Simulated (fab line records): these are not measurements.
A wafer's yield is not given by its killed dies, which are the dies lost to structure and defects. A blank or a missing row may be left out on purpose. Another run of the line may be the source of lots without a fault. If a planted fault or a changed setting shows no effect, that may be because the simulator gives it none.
fab line records :: flow rit-cmos :: part 2 of 2: steps 29 to 29 of 29
record
  lots=5
  wafers=23
route steps=202 shown NRETRO@54 PRETRO@72 GATE@87 PSD@143 SDANNEAL@154 SILICIDE@162 M1@188
start-h: the number of hours between the record's first day and the start of the first shown wafer of the lot :: wait-h: hours elapsed since this lot's preceding step :: " unchanged from the row above :: L1.1+2: a row that stands for several wafers :: - no value, or no start was given :: * or withheld: withheld :: < > ~ a bound
route shown NAME@n: NAME is a module with steps in the file, n the number in the route of the first one :: usual: average and standard deviation across the fault-free wafers :: same: alike in all rows :: chamber/n: place in a boat :: sites: readings site by site :: _std_site: their standard deviation :: _edge_site: inner sites' mean taken away from outer sites' mean :: radius-mm: how far each site lies from the wafer's centre :: mask NAME#n: copy n :: behind: tool/chamber where the wafer was last shaped :: hold: the reason the lot was held/the length of the hold in hours/how it ended :: device: whichever transistor did not switch (one of n, p or np) :: end of line: tests of these same wafers at the route's end :: a step with no rows: only its recipe :: killed: dies lost to structure and defects at the first sort, not the wafer's yield :: map: per-die view of a wafer (x killed, . not killed, _ where there is no die)
set.NAME: setting as actually run; set.NAME@STEP: the setting as run at that earlier step :: model.NAME: the simulator's own value behind a step, which no gauge read
lots run with intentionally changed settings; tables by step, rows by wafer
## steps
# step RIT_M1_PROBE_99
# usual
  killed-at-contacts=0.1/0.36
  killed-at-front-end=6.2/2.8
  killed-dies=6.3/2.9
  killed-open=3.3/2.1
  killed-short=3.0/1.7
# same
  gross-dies=264
  killed_at_M0_to_M3=0
  killed_at_M4_up=0
  killed-at-back-side=0
  killed-at-other=0
lot.wafer: L075.1
tool: prober-01
chamber: -
start-h: 67.70
wait-h: 0.1
set.dev-temp-c@GATE_DEVELOP_15: 23
killed-at-contacts: 0
killed-at-front-end: 6
killed-dies: 6
killed-open: 2
killed-short: 4
model.etest.nmos_0p15.drive-ua-um: 491.9
model.etest.nmos_0p15.r-on-ohm-um: 1076
model.etest.nmos_0p3.r-on-ohm-um: 2101
model.etest.nmos-turned.drive-ua-um: 353.7
model.etest.pmos_0p15.drive-ua-um: 272.4
model.etest.pmos_0p15.r-on-ohm-um: 2593
model.etest.pmos_0p3.r-on-ohm-um: 6096
model.etest.pmos-turned.r-on-ohm-um: 3172

lot.wafer: L075.2
tool: prober-01
chamber: -
start-h: 67.75
wait-h: 0.1
set.dev-temp-c@GATE_DEVELOP_15: 23
killed-at-contacts: 0
killed-at-front-end: 7
killed-dies: 7
killed-open: 4
killed-short: 3
model.etest.nmos_0p15.drive-ua-um: 480.6
model.etest.nmos_0p15.r-on-ohm-um: 1081
model.etest.nmos_0p3.r-on-ohm-um: 2108
model.etest.nmos-turned.drive-ua-um: 342.7
model.etest.pmos_0p15.drive-ua-um: 266.2
model.etest.pmos_0p15.r-on-ohm-um: 2647
model.etest.pmos_0p3.r-on-ohm-um: 6162
model.etest.pmos-turned.r-on-ohm-um: 3244

lot.wafer: L075.3
tool: prober-01
chamber: -
start-h: 67.80
wait-h: 0.2
set.dev-temp-c@GATE_DEVELOP_15: 23
killed-at-contacts: 1
killed-at-front-end: 10
killed-dies: 11
killed-open: 6
killed-short: 5
model.etest.nmos_0p15.drive-ua-um: 477.2
model.etest.nmos_0p15.r-on-ohm-um: 1104
model.etest.nmos_0p3.r-on-ohm-um: 2130
model.etest.nmos-turned.drive-ua-um: 340.4
model.etest.pmos_0p15.drive-ua-um: 262.7
model.etest.pmos_0p15.r-on-ohm-um: 2680
model.etest.pmos_0p3.r-on-ohm-um: 6281
model.etest.pmos-turned.r-on-ohm-um: 3307

lot.wafer: L075.4
tool: prober-01
chamber: -
start-h: 67.85
wait-h: 0.2
set.dev-temp-c@GATE_DEVELOP_15: 23
killed-at-contacts: 0
killed-at-front-end: 5
killed-dies: 5
killed-open: 2
killed-short: 3
model.etest.nmos_0p15.drive-ua-um: 470.9
model.etest.nmos_0p15.r-on-ohm-um: 1090
model.etest.nmos_0p3.r-on-ohm-um: 2148
model.etest.nmos-turned.drive-ua-um: 348
model.etest.pmos_0p15.drive-ua-um: 258.3
model.etest.pmos_0p15.r-on-ohm-um: 2687
model.etest.pmos_0p3.r-on-ohm-um: 6343
model.etest.pmos-turned.r-on-ohm-um: 3287

lot.wafer: L075.5
tool: prober-01
chamber: -
start-h: 67.90
wait-h: 0.2
set.dev-temp-c@GATE_DEVELOP_15: 23
killed-at-contacts: 0
killed-at-front-end: 5
killed-dies: 5
killed-open: 1
killed-short: 4
model.etest.nmos_0p15.drive-ua-um: 473.2
model.etest.nmos_0p15.r-on-ohm-um: 1107
model.etest.nmos_0p3.r-on-ohm-um: 2144
model.etest.nmos-turned.drive-ua-um: 340.3
model.etest.pmos_0p15.drive-ua-um: 260.5
model.etest.pmos_0p15.r-on-ohm-um: 2689
model.etest.pmos_0p3.r-on-ohm-um: 6271
model.etest.pmos-turned.r-on-ohm-um: 3299

lot.wafer: L077.1
tool: prober-01
chamber: -
start-h: 76.47
wait-h: 0.1
set.dev-temp-c@GATE_DEVELOP_15: 23
killed-at-contacts: 0
killed-at-front-end: 10
killed-dies: 10
killed-open: 6
killed-short: 4
model.etest.nmos_0p15.drive-ua-um: 474.2
model.etest.nmos_0p15.r-on-ohm-um: 1158
model.etest.nmos_0p3.r-on-ohm-um: 2214
model.etest.nmos-turned.drive-ua-um: 330.9
model.etest.pmos_0p15.drive-ua-um: 262.4
model.etest.pmos_0p15.r-on-ohm-um: 2682
model.etest.pmos_0p3.r-on-ohm-um: 6371
model.etest.pmos-turned.r-on-ohm-um: 3298

lot.wafer: L077.3
tool: prober-01
chamber: -
start-h: 76.57
wait-h: 0.2
set.dev-temp-c@GATE_DEVELOP_15: 23
killed-at-contacts: 0
killed-at-front-end: 12
killed-dies: 12
killed-open: 5
killed-short: 7
model.etest.nmos_0p15.drive-ua-um: 464.3
model.etest.nmos_0p15.r-on-ohm-um: 1146
model.etest.nmos_0p3.r-on-ohm-um: 2154
model.etest.nmos-turned.drive-ua-um: 334.7
model.etest.pmos_0p15.drive-ua-um: 263.7
model.etest.pmos_0p15.r-on-ohm-um: 2688
model.etest.pmos_0p3.r-on-ohm-um: 6222
model.etest.pmos-turned.r-on-ohm-um: 3286

lot.wafer: L077.4
tool: prober-01
chamber: -
start-h: 76.62
wait-h: 0.2
set.dev-temp-c@GATE_DEVELOP_15: 20.49
killed-at-contacts: 0
killed-at-front-end: 10
killed-dies: 10
killed-open: 6
killed-short: 3
model.etest.nmos_0p15.drive-ua-um: 506.2
model.etest.nmos_0p15.r-on-ohm-um: 1045
model.etest.nmos_0p3.r-on-ohm-um: 2111
model.etest.nmos-turned.drive-ua-um: 355.4
model.etest.pmos_0p15.drive-ua-um: 295.6
model.etest.pmos_0p15.r-on-ohm-um: 2415
model.etest.pmos_0p3.r-on-ohm-um: 5958
model.etest.pmos-turned.r-on-ohm-um: 2992

lot.wafer: L077.5
tool: prober-01
chamber: -
start-h: 76.67
wait-h: 0.2
set.dev-temp-c@GATE_DEVELOP_15: 20.49
killed-at-contacts: 2
killed-at-front-end: 15
killed-dies: 17
killed-open: 7
killed-short: 8
model.etest.nmos_0p15.drive-ua-um: 552.8
model.etest.nmos_0p15.r-on-ohm-um: 1023
model.etest.nmos_0p3.r-on-ohm-um: 2111
model.etest.nmos-turned.drive-ua-um: 381
model.etest.pmos_0p15.drive-ua-um: 323.2
model.etest.pmos_0p15.r-on-ohm-um: 2245
model.etest.pmos_0p3.r-on-ohm-um: 5946
model.etest.pmos-turned.r-on-ohm-um: 2859

lot.wafer: L077.6
tool: prober-01
chamber: -
start-h: 76.72
wait-h: 0.2
set.dev-temp-c@GATE_DEVELOP_15: 20.49
killed-at-contacts: 0
killed-at-front-end: 4
killed-dies: 4
killed-open: 3
killed-short: 1
model.etest.nmos_0p15.drive-ua-um: 528.1
model.etest.nmos_0p15.r-on-ohm-um: 1050
model.etest.nmos_0p3.r-on-ohm-um: 2097
model.etest.nmos-turned.drive-ua-um: 359.3
model.etest.pmos_0p15.drive-ua-um: 310.6
model.etest.pmos_0p15.r-on-ohm-um: 2337
model.etest.pmos_0p3.r-on-ohm-um: 5910
model.etest.pmos-turned.r-on-ohm-um: 2937

lot.wafer: L078.1
tool: prober-02
chamber: -
start-h: 79.17
wait-h: 0.1
set.dev-temp-c@GATE_DEVELOP_15: 23
killed-at-contacts: 0
killed-at-front-end: 6
killed-dies: 6
killed-open: 4
killed-short: 2
model.etest.nmos_0p15.drive-ua-um: 499.6
model.etest.nmos_0p15.r-on-ohm-um: 1076
model.etest.nmos_0p3.r-on-ohm-um: 2114
model.etest.nmos-turned.drive-ua-um: 338.9
model.etest.pmos_0p15.drive-ua-um: 286.4
model.etest.pmos_0p15.r-on-ohm-um: 2523
model.etest.pmos_0p3.r-on-ohm-um: 6036
model.etest.pmos-turned.r-on-ohm-um: 3164

lot.wafer: L078.2
tool: prober-02
chamber: -
start-h: 79.22
wait-h: 0.1
set.dev-temp-c@GATE_DEVELOP_15: 25.37
killed-at-contacts: 1
killed-at-front-end: 7
killed-dies: 8
killed-open: 5
killed-short: 3
model.etest.nmos_0p15.drive-ua-um: 417.2
model.etest.nmos_0p15.r-on-ohm-um: 1235
model.etest.nmos_0p3.r-on-ohm-um: 2298
model.etest.nmos-turned.drive-ua-um: 297.9
model.etest.pmos_0p15.drive-ua-um: 231.2
model.etest.pmos_0p15.r-on-ohm-um: 3026
model.etest.pmos_0p3.r-on-ohm-um: 6546
model.etest.pmos-turned.r-on-ohm-um: 3681

lot.wafer: L078.3
tool: prober-02
chamber: -
start-h: 79.27
wait-h: 0.2
set.dev-temp-c@GATE_DEVELOP_15: 25.37
killed-at-contacts: 0
killed-at-front-end: 5
killed-dies: 5
killed-open: 0
killed-short: 5
model.etest.nmos_0p15.drive-ua-um: 423.3
model.etest.nmos_0p15.r-on-ohm-um: 1205
model.etest.nmos_0p3.r-on-ohm-um: 2289
model.etest.nmos-turned.drive-ua-um: 302.2
model.etest.pmos_0p15.drive-ua-um: 239.6
model.etest.pmos_0p15.r-on-ohm-um: 2930
model.etest.pmos_0p3.r-on-ohm-um: 6513
model.etest.pmos-turned.r-on-ohm-um: 3550

lot.wafer: L078.5
tool: prober-02
chamber: -
start-h: 79.37
wait-h: 0.2
set.dev-temp-c@GATE_DEVELOP_15: 23
killed-at-contacts: 0
killed-at-front-end: 5
killed-dies: 5
killed-open: 4
killed-short: 1
model.etest.nmos_0p15.drive-ua-um: 464.9
model.etest.nmos_0p15.r-on-ohm-um: 1123
model.etest.nmos_0p3.r-on-ohm-um: 2201
model.etest.nmos-turned.drive-ua-um: 319.8
model.etest.pmos_0p15.drive-ua-um: 260.4
model.etest.pmos_0p15.r-on-ohm-um: 2693
model.etest.pmos_0p3.r-on-ohm-um: 6328
model.etest.pmos-turned.r-on-ohm-um: 3351

lot.wafer: L078.6
tool: prober-02
chamber: -
start-h: 79.42
wait-h: 0.2
set.dev-temp-c@GATE_DEVELOP_15: 23
killed-at-contacts: 0
killed-at-front-end: 9
killed-dies: 9
killed-open: 3
killed-short: 6
model.etest.nmos_0p15.drive-ua-um: 480.6
model.etest.nmos_0p15.r-on-ohm-um: 1100
model.etest.nmos_0p3.r-on-ohm-um: 2190
model.etest.nmos-turned.drive-ua-um: 325.2
model.etest.pmos_0p15.drive-ua-um: 277.2
model.etest.pmos_0p15.r-on-ohm-um: 2573
model.etest.pmos_0p3.r-on-ohm-um: 6242
model.etest.pmos-turned.r-on-ohm-um: 3212

lot.wafer: L080.1
tool: prober-02
chamber: -
start-h: 89.99
wait-h: 0.1
set.dev-temp-c@GATE_DEVELOP_15: 23
killed-at-contacts: 0
killed-at-front-end: 5
killed-dies: 5
killed-open: 2
killed-short: 3
model.etest.nmos_0p15.drive-ua-um: 475.3
model.etest.nmos_0p15.r-on-ohm-um: 1098
model.etest.nmos_0p3.r-on-ohm-um: 2153
model.etest.nmos-turned.drive-ua-um: 348.9
model.etest.pmos_0p15.drive-ua-um: 260.4
model.etest.pmos_0p15.r-on-ohm-um: 2721
model.etest.pmos_0p3.r-on-ohm-um: 6254
model.etest.pmos-turned.r-on-ohm-um: 3345

lot.wafer: L080.2
tool: prober-02
chamber: -
start-h: 90.04
wait-h: 0.1
set.dev-temp-c@GATE_DEVELOP_15: 23
killed-at-contacts: 0
killed-at-front-end: 7
killed-dies: 7
killed-open: 4
killed-short: 3
model.etest.nmos_0p15.drive-ua-um: 485.3
model.etest.nmos_0p15.r-on-ohm-um: 1082
model.etest.nmos_0p3.r-on-ohm-um: 2126
model.etest.nmos-turned.drive-ua-um: 353.8
model.etest.pmos_0p15.drive-ua-um: 265.6
model.etest.pmos_0p15.r-on-ohm-um: 2681
model.etest.pmos_0p3.r-on-ohm-um: 6238
model.etest.pmos-turned.r-on-ohm-um: 3312

lot.wafer: L080.6
tool: prober-02
chamber: -
start-h: 90.24
wait-h: 0.2
set.dev-temp-c@GATE_DEVELOP_15: 23
killed-at-contacts: 0
killed-at-front-end: 3
killed-dies: 3
killed-open: 2
killed-short: 1
model.etest.nmos_0p15.drive-ua-um: 488.1
model.etest.nmos_0p15.r-on-ohm-um: 1101
model.etest.nmos_0p3.r-on-ohm-um: 2143
model.etest.nmos-turned.drive-ua-um: 355
model.etest.pmos_0p15.drive-ua-um: 266.4
model.etest.pmos_0p15.r-on-ohm-um: 2696
model.etest.pmos_0p3.r-on-ohm-um: 6178
model.etest.pmos-turned.r-on-ohm-um: 3311

lot.wafer: L084.1
tool: prober-02
chamber: -
start-h: 112.50
wait-h: 0.1
set.dev-temp-c@GATE_DEVELOP_15: 23
killed-at-contacts: 0
killed-at-front-end: 6
killed-dies: 6
killed-open: 0
killed-short: 6
model.etest.nmos_0p15.drive-ua-um: 491.7
model.etest.nmos_0p15.r-on-ohm-um: 1083
model.etest.nmos_0p3.r-on-ohm-um: 2072
model.etest.nmos-turned.drive-ua-um: 368.7
model.etest.pmos_0p15.drive-ua-um: 269.2
model.etest.pmos_0p15.r-on-ohm-um: 2661
model.etest.pmos_0p3.r-on-ohm-um: 6057
model.etest.pmos-turned.r-on-ohm-um: 3213

lot.wafer: L084.3
tool: prober-02
chamber: -
start-h: 112.60
wait-h: 0.2
set.dev-temp-c@GATE_DEVELOP_15: 20.23
killed-at-contacts: 0
killed-at-front-end: 31
killed-dies: 31
killed-open: 4
killed-short: 4
model.etest.nmos_0p15.drive-ua-um: 611.3
model.etest.nmos_0p15.r-on-ohm-um: 932.6
model.etest.nmos_0p3.r-on-ohm-um: 1955
model.etest.nmos-turned.drive-ua-um: 430.7
model.etest.pmos_0p15.drive-ua-um: 345.2
model.etest.pmos_0p15.r-on-ohm-um: 2144
model.etest.pmos_0p3.r-on-ohm-um: 5597
model.etest.pmos-turned.r-on-ohm-um: 2744

lot.wafer: L084.4
tool: prober-02
chamber: -
start-h: 112.65
wait-h: 0.2
set.dev-temp-c@GATE_DEVELOP_15: 20.23
killed-at-contacts: 0
killed-at-front-end: 37
killed-dies: 37
killed-open: 4
killed-short: 4
model.etest.nmos_0p15.drive-ua-um: 638.1
model.etest.nmos_0p15.r-on-ohm-um: 874.3
model.etest.nmos_0p3.r-on-ohm-um: 1899
model.etest.nmos-turned.drive-ua-um: 462.5
model.etest.pmos_0p15.drive-ua-um: 358.3
model.etest.pmos_0p15.r-on-ohm-um: 2039
model.etest.pmos_0p3.r-on-ohm-um: 5560
model.etest.pmos-turned.r-on-ohm-um: 2626

lot.wafer: L084.5
tool: prober-02
chamber: -
start-h: 112.70
wait-h: 0.2
set.dev-temp-c@GATE_DEVELOP_15: 23
killed-at-contacts: 0
killed-at-front-end: 10
killed-dies: 10
killed-open: 6
killed-short: 4
model.etest.nmos_0p15.drive-ua-um: 496.2
model.etest.nmos_0p15.r-on-ohm-um: 1069
model.etest.nmos_0p3.r-on-ohm-um: 2038
model.etest.nmos-turned.drive-ua-um: 376.7
model.etest.pmos_0p15.drive-ua-um: 268.3
model.etest.pmos_0p15.r-on-ohm-um: 2642
model.etest.pmos_0p3.r-on-ohm-um: 6042
model.etest.pmos-turned.r-on-ohm-um: 3225

lot.wafer: L084.6
tool: prober-02
chamber: -
start-h: 112.75
wait-h: 0.2
set.dev-temp-c@GATE_DEVELOP_15: 20.23
killed-at-contacts: 0
killed-at-front-end: 13
killed-dies: 13
killed-open: 1
killed-short: 4
model.etest.nmos_0p15.drive-ua-um: 605.8
model.etest.nmos_0p15.r-on-ohm-um: 921.4
model.etest.nmos_0p3.r-on-ohm-um: 1898
model.etest.nmos-turned.drive-ua-um: 444.3
model.etest.pmos_0p15.drive-ua-um: 344.4
model.etest.pmos_0p15.r-on-ohm-um: 2136
model.etest.pmos_0p3.r-on-ohm-um: 5507
model.etest.pmos-turned.r-on-ohm-um: 2705
# killed by level:class
L075.1 GATE:geometric-particle:short=2 FOX1:geometric-particle:short=1 FOX1:geometric-particle:open=1 REOX:geometric-particle:open=1 SILICIDE:geometric-particle:short=1
L075.2 GATE:geometric-particle:short=3 GATE:geometric-particle:open=3 FOX1:geometric-particle:open=1
L075.3 FOX2:geometric-particle:short=2 GATE:geometric-particle:open=2 REOX:geometric-particle:short=2 SILICIDE:geometric-particle:open=2 GATE:geometric-particle:short=1 REOX:geometric-particle:open=1 CONTACT:geometric-particle:open=1
L075.4 FOX2:geometric-particle:short=2 GATE:geometric-particle:short=1 REOX:geometric-particle:open=1 SPACER:geometric-particle:open=1
L075.5 GATE:geometric-particle:short=2 REOX:geometric-particle:short=2 SILICIDE:geometric-particle:open=1
L077.1 REOX:geometric-particle:open=3 SILICIDE:geometric-particle:short=3 GATE:geometric-particle:open=2 FOX1:geometric-particle:open=1 REOX:geometric-particle:short=1
L077.3 FOX1:geometric-particle:short=2 REOX:geometric-particle:short=2 SPACER:geometric-particle:open=2 SILICIDE:geometric-particle:short=2 FOX1:geometric-particle:open=1 GATE:geometric-particle:short=1 GATE:geometric-particle:open=1 SILICIDE:geometric-particle:open=1
L077.4 GATE:geometric-particle:open=4 GATE:geometric-particle:short=2 REOX:geometric-particle:open=1 SILICIDE:geometric-particle:open=1 SILICIDE:geometric-particle:short=1 GATE:area-develop=1
L077.5 GATE:geometric-particle:short=3 FOX1:geometric-particle:short=2 FOX1:geometric-particle:open=2 SPACER:geometric-particle:short=2 CONTACT:geometric-particle:open=2 GATE:area-develop=2 FOX2:geometric-particle:open=1 GATE:geometric-particle:open=1
L077.6 FOX1:geometric-particle:open=1 GATE:geometric-particle:short=1 REOX:geometric-particle:open=1 SPACER:geometric-particle:open=1
L078.1 GATE:geometric-particle:open=4 GATE:geometric-particle:short=1 REOX:geometric-particle:short=1
L078.2 GATE:geometric-particle:open=3 GATE:geometric-particle:short=2 FOX1:geometric-particle:short=1 SILICIDE:geometric-particle:open=1 CONTACT:geometric-particle:open=1
L078.3 FOX1:geometric-particle:short=2 GATE:geometric-particle:short=2 REOX:geometric-particle:short=1
L078.5 SILICIDE:geometric-particle:open=3 FOX1:geometric-particle:short=1 GATE:geometric-particle:open=1
L078.6 GATE:geometric-particle:open=3 GATE:geometric-particle:short=3 FOX1:geometric-particle:short=2 SPACER:geometric-particle:short=1
L080.1 FOX1:geometric-particle:short=2 SPACER:geometric-particle:short=1 SPACER:geometric-particle:open=1 SILICIDE:geometric-particle:open=1
L080.2 GATE:geometric-particle:open=2 GATE:geometric-particle:short=2 FOX2:geometric-particle:short=1 REOX:geometric-particle:open=1 SILICIDE:geometric-particle:open=1
L080.6 FOX1:geometric-particle:open=1 GATE:geometric-particle:short=1 GATE:geometric-particle:open=1
L084.1 GATE:geometric-particle:short=3 FOX1:geometric-particle:short=1 REOX:geometric-particle:short=1 SPACER:geometric-particle:short=1
L084.3 GATE:area-develop=23 GATE:geometric-particle:short=2 GATE:geometric-particle:open=2 FOX1:geometric-particle:short=1 REOX:geometric-particle:short=1 REOX:geometric-particle:open=1 SPACER:geometric-particle:open=1
L084.4 GATE:area-develop=29 SPACER:geometric-particle:open=2 SILICIDE:geometric-particle:short=2 ACTIVE:geometric-particle:open=1 FOX2:geometric-particle:short=1 SPACER:geometric-particle:short=1 SILICIDE:geometric-particle:open=1
L084.5 FOX1:geometric-particle:open=4 GATE:geometric-particle:open=2 FOX1:geometric-particle:short=1 GATE:geometric-particle:short=1 REOX:geometric-particle:short=1 SPACER:geometric-particle:short=1
L084.6 GATE:area-develop=8 FOX1:geometric-particle:short=2 SPACER:geometric-particle:short=2 GATE:geometric-particle:open=1
## key
split
  step=RIT_NRETRO_COAT_01
  setting=spin-rpm
  stated=2000
  by=wafer
response
  step=RIT_NRETRO_COAT_01
  reading=model.NOVOLAK_of_NRETRO_COAT_01.thk-nm
  change=-6.51
  per=1%
  r=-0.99
response
  step=RIT_NRETRO_SOFTBAKE_02
  reading=model.NOVOLAK_of_NRETRO_COAT_01.thk-nm
  change=-6.33
  per=1%
  r=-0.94
response
  step=RIT_NRETRO_HARDBAKE_07
  reading=model.NOVOLAK_of_NRETRO_COAT_01.thk-nm
  change=-5.62
  per=1%
  r=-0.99
response
  step=RIT_NRETRO_DEVELOP_05
  reading=model.NOVOLAK_of_NRETRO_COAT_01.thk-nm
  slope=-6.51
  per=1%
  together-with=temp-c@NRETRO_SOFTBAKE_02
  explained=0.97
split
  step=RIT_NRETRO_SOFTBAKE_02
  setting=temp-c
  stated=90
  by=wafer
response
  step=RIT_NRETRO_DEVELOP_05
  reading=model.NOVOLAK_of_NRETRO_COAT_01.thk-nm
  slope=-3.36
  per=1%
  together-with=spin-rpm@NRETRO_COAT_01
  explained=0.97
split
  step=RIT_PRETRO_IMPLANT_08
  setting=dose-cm2
  stated=1.2e+13
  by=wafer
response
  step=RIT_PRETRO_TW_MEAS_10
  reading=PRETRO_TW
  change=+1.62
  per=1%
  r=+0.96
split
  step=RIT_GATE_COAT_11
  setting=spin-rpm
  stated=4250
  by=wafer
response
  step=RIT_GATE_COAT_11
  reading=model.NOVOLAK_of_GATE_COAT_11.thk-nm
  change=-4.28
  per=1%
  r=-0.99
split
  step=RIT_GATE_DEVELOP_15
  setting=dev-temp-c
  stated=23
  by=wafer
response
  step=RIT_M1_PROBE_99
  reading=model.etest.pmos-turned.r-on-ohm-um
  change=+38.2
  per=1%
  r=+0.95
response
  step=RIT_M1_PROBE_99
  reading=model.etest.pmos_0p15.r-on-ohm-um
  change=+38.7
  per=1%
  r=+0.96
response
  step=RIT_M1_PROBE_99
  reading=model.etest.pmos_0p3.r-on-ohm-um
  change=+35.8
  per=1%
  r=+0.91
response
  step=RIT_M1_PROBE_99
  reading=model.etest.nmos_0p3.r-on-ohm-um
  change=+10.2
  per=1%
  r=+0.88
response
  step=RIT_M1_PROBE_99
  reading=model.etest.nmos_0p15.r-on-ohm-um
  change=+12.1
  per=1%
  r=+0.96
response
  step=RIT_M1_PROBE_99
  reading=model.etest.nmos_0p15.drive-ua-um
  change=-7.52
  per=1%
  r=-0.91
response
  step=RIT_M1_PROBE_99
  reading=model.etest.nmos-turned.drive-ua-um
  change=-4.11
  per=1%
  r=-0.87
response
  step=RIT_M1_PROBE_99
  reading=model.etest.pmos_0p15.drive-ua-um
  change=-5.09
  per=1%
  r=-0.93
split
  step=RIT_PSD_COAT_01
  setting=resist-thk-nm
  stated=1000
  by=wafer
response
  step=RIT_PSD_COAT_01
  reading=model.NOVOLAK_of_PSD_COAT_01.thk-nm
  change=+10.1
  per=1%
  r=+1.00
response
  step=RIT_PSD_HARDBAKE_07
  reading=model.NOVOLAK_of_PSD_COAT_01.thk-nm
  change=+8.81
  per=1%
  r=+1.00
split
  step=RIT_PSD_IMPLANT_08
  setting=dose-cm2
  stated=5e+15
  by=wafer
response
  step=RIT_SDANNEAL_RS_MEAS_04
  reading=PSD_RS
  change=-0.14
  per=1%
  r=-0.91
split
  step=RIT_SDANNEAL_CLEAN_01
  setting=time-s
  stated=30
  by=lot
response none clear
split
  step=RIT_SILICIDE_SPUTTER_01
  setting=power-w
  stated=350
  by=wafer
response
  step=RIT_SILICIDE_SPUTTER_01
  reading=model.Ti_of_SILICIDE_SPUTTER_01.thk-nm
  change=+0.305
  per=1%
  r=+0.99
response
  step=RIT_SILICIDE_RS_MEAS_02
  reading=SILICIDE_TI_RS
  change=-0.584
  per=1%
  r=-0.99
response
  step=RIT_SILICIDE_THK_MEAS_03
  reading=SILICIDE_TI_THK
  change=+0.31
  per=1%
  r=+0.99
split
  step=RIT_M1_COAT_04
  setting=resist-thk-nm
  stated=1300
  by=wafer
response
  step=RIT_M1_COAT_04
  reading=model.NOVOLAK_of_M1_COAT_04.thk-nm
  change=+12.4
  per=1%
  r=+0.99
response
  step=RIT_M1_HARDBAKE_11
  reading=model.NOVOLAK_of_M1_COAT_04.thk-nm
  change=+10.7
  per=1%
  r=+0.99
